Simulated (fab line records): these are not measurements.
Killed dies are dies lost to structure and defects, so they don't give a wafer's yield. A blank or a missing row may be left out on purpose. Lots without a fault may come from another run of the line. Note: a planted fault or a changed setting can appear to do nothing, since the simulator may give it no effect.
One fault through the eyes of 2 desks    flow rit cmos    every desk sees just its own numbers, and what lay behind them comes last

THE TOOL OWNER'S DESK: furnace-02
At RIT_WELLDRIVE_ANNEAL_00 (time 14700 s), the tool's own readings, given per lot that ran on this tool as the mean of the sampled wafers with a number. Marked OUT: a lot whose mean sits more than 4 standard deviations from the usual mean, which makes it out of limits; the brackets give that distance.
Columns: A = spike tc centre C at RIT_WELLDRIVE_ANNEAL_00, usual 1101.8 C; B = spike tc load C at RIT_WELLDRIVE_ANNEAL_00, usual 1128 C; C = spike tc source C at RIT_WELLDRIVE_ANNEAL_00, usual 1127.6 C
lot   first seen here  A                 B                C
L789  day 2 07:10      1102.3            1132             1125.9
L791  day 2 22:29      1101.7            1132             1127.0
L793  day 3 03:34      1100.9            1132             1127.0
L799  day 4 06:02      1061.6 (-31) OUT  1092 (-9.1) OUT  1085.5 (-21) OUT
L800  day 4 12:00      1061.4 (-31) OUT  1091 (-9.5) OUT  1085.9 (-21) OUT
Finding of this desk: L799, L800 out of limits; the first was L799 at day 4 06:02, on spike tc centre C at RIT_WELLDRIVE_ANNEAL_00. L789, L791, L793 stayed within limits.

METROLOGY DESK
What the gauges read for every lot (on any tool): the sampled wafers with a number, averaged. Marked OUT: a lot whose mean sits more than 4 standard deviations from the usual mean, which makes it out of limits; the brackets give that distance.
Columns: A = NWELL_RS at RIT_WELLDRIVE_RS_MEAS_01, usual 275.3 ohm/sq
lot   first seen here  A
L788  day 2 06:20      274.6
L789  day 2 12:17      274.6
L790  day 2 19:29      276.4
L791  day 3 03:35      275.7
L793  day 3 08:41      275.3
L795  day 3 16:36      275.9
L799  day 4 11:10      322.0 (+64) OUT
L800  day 4 17:06      321.8 (+64) OUT
L802  day 5 02:04      274.2
L803  day 5 08:00      275.3
L805  day 5 17:42      276.1
L807  day 6 02:55      275.5
L808  day 6 08:34      275.8
L810  day 6 18:49      275.2
This desk finds L799, L800 out of limits, with the earliest case on L799 at day 4 11:10 (NWELL_RS at RIT_WELLDRIVE_RS_MEAS_01). L788, L789, L790, L791, L793, L795, L802, L803, L805, L807, L808, L810 stayed within limits.

TAKEN TOGETHER
The tool owner's desk had the chance to raise an alarm at day 4 06:02 on L799, L800.
At day 4 11:10 the metrology desk could have sounded an alarm, on L799, L800.
Of the lots named, all ran RIT_WELLDRIVE_ANNEAL_00 on furnace-02.

WHAT WAS PUT IN BY THE SIMULATOR
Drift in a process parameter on furnace-02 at RIT_WELLDRIVE_ANNEAL_00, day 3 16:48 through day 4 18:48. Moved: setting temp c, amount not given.
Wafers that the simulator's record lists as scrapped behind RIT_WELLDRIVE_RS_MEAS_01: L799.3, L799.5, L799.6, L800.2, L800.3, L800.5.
Shown lots that were struck: L799, L800.
Time in hours from fault onset to the first out-of-limits reading at each desk: tool owner's desk 13, metrology desk 18.
